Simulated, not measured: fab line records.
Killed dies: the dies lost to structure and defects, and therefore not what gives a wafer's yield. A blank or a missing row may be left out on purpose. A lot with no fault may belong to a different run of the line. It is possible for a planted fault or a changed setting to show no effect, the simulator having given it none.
A single fault, viewed from 2 desks :: flow berkeley-cmos170 :: only its own numbers are on each desk; what lay behind them is given at the end

== METROLOGY DESK ==
Means of the sampled wafers that have a number, per lot and without regard to the tool the lot ran on: this is what the gauges read. A lot is out of limits, marked OUT, if its mean lies more than 4 standard deviations from the usual mean; the brackets give that distance.
Columns: A = M1_AL_RS at UCB170_M1_RS_MEAS_01, usual 0.0485 ohm/sq; B = M1_AL_THK at UCB170_M1_THK_MEAS_02, usual 602 nm; C = cd-nm at UCB170_M1_CD_MEAS_09, usual 699.9 nm; D = M1_OVL at UCB170_M1_OVL_MEAS_10, usual 0 nm
lot: L793
first seen here: day 9 05:34
A: 0.0485
B: 606
C: 698.3
D: 0

lot: L795
first seen here: day 9 12:55
A: 0.0478
B: 610
C: 700.1
D: 1

lot: L797
first seen here: day 10 23:01
A: 0.0480
B: 608
C: 699.0
D: -2

lot: L798
first seen here: day 11 00:02
A: 0.0499
B: 583
C: 700.7
D: 3

lot: L801
first seen here: day 11 00:32
A: 0.0486
B: 600
C: 699.0
D: -8

lot: L812
first seen here: day 14 00:01
A: 0.0481
B: 605
C: 700.1
D: -2
This desk found nothing out of limits on any of the 6 lots.

== DESK OF THE TOOL OWNER: rie-diel-03 ==
The tool's own readings at UCB170_M1_ETCH_11 (etches BARC in N2/H2): means of the sampled wafers that have a number, for each lot that ran on this tool. A lot is out of limits, marked OUT, if its mean lies more than 4 standard deviations from the usual mean; the brackets give that distance.
Columns: A = drypump-motor-current-A at UCB170_M1_ETCH_11, usual 5.6 A; B = oes-product-au at UCB170_M1_ETCH_11, usual 0.998 a.u.; C = throttle-valve-pct at UCB170_M1_ETCH_11, usual 13.34 %
lot: L795
first seen here: day 9 14:14
A: 5.7
B: 0.995
C: 13.28

lot: L797
first seen here: day 11 00:17
A: 5.6
B: 0.863 (-6.4) OUT
C: 13.23

lot: L801
first seen here: day 11 01:53
A: 5.7
B: 0.931
C: 13.28
This desk's finding: out of limits on L797; first on L797, day 11 00:17 (oes-product-au at UCB170_M1_ETCH_11). L795, L801: within limits.

== ALL TOGETHER ==
The tool owner's desk could have raised an alarm at day 11 00:17, on L797.
Nothing out of limits was seen by the metrology desk.
The metrology desk holds a record of L797, inside its limits.
Every lot named ran UCB170_M1_ETCH_11 on rie-diel-03.

== WHAT THE SIMULATOR HAD INSERTED ==
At UCB170_M1_ETCH_11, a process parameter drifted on rie-diel-03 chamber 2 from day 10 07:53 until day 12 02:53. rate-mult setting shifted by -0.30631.
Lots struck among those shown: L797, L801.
How many hours passed from the start of the fault until each desk's first out-of-limits reading: the tool owner's desk, 16.
